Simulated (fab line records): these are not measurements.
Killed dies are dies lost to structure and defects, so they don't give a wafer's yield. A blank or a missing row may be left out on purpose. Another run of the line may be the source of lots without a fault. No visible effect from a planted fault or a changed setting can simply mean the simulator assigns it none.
A single fault, viewed from 2 desks ; flow berkeley cmos170 ; numbers are kept per desk, each desk with only its own; the story behind them comes last

THE METROLOGY DESK
What the gauges read, lot by lot, whatever tool the lot ran on: means of the sampled wafers that have a number. If a lot's mean is further than 4 standard deviations from the usual mean, the lot is out of limits and carries the mark OUT (the distance appears in the brackets).
Columns: A = M1_AL_RS at UCB170_M1_RS_MEAS_01, usual 0.0487 ohm/sq; B = M1_AL_THK at UCB170_M1_THK_MEAS_02, usual 598 nm
lot;first seen here;A;B
L467;day 6 23:03;0.0482;606
L469;day 7 03:38;0.0481;603
L471;day 7 23:39;0.0480;606
L473;day 8 09:49;0.0488;595
L474;day 8 09:50;0.0492;593
L479;day 9 19:01;0.0481;601
L481;day 9 23:56;0.0483;604
L483;day 10 00:22;0.0487;597
L484;day 10 10:10;0.0489;601
L485;day 10 10:31;0.0490;594
L487;day 11 08:49;0.0488;597
L488;day 11 10:37;0.0485;600
L490;day 11 19:30;0.0489;597
Finding of this desk: none of the 13 lots has anything out of limits.

THE TOOL OWNER'S DESK: pvd sputter-04
The tool's own readings at UCB170_M1_SPUTTER_00 (material Al, target thk 600 nm, time 80 s): means of the sampled wafers that have a number, for each lot that ran on this tool. If a lot's mean is further than 4 standard deviations from the usual mean, the lot is out of limits and carries the mark OUT (the distance appears in the brackets).
Columns: A = cathode dc power W at UCB170_M1_SPUTTER_00, usual 6000.1 W; B = chamber pressure pa at UCB170_M1_SPUTTER_00, usual 0.4999 Pa; C = throttle valve pct at UCB170_M1_SPUTTER_00, usual 30.5 %
lot;first seen here;A;B;C
L469;day 7 03:35;6000.9;0.4998;30.8
L471;day 7 23:35;6000.0;0.4991;30.8
L479;day 9 18:55;5999.5;0.4991;30.7
Finding of this desk: none of the 3 lots has anything out of limits.

PUT TOGETHER
The metrology desk saw nothing out of limits.
The desk of the tool owner found nothing out of limits.

WHAT HAD BEEN PUT IN BY THE SIMULATOR
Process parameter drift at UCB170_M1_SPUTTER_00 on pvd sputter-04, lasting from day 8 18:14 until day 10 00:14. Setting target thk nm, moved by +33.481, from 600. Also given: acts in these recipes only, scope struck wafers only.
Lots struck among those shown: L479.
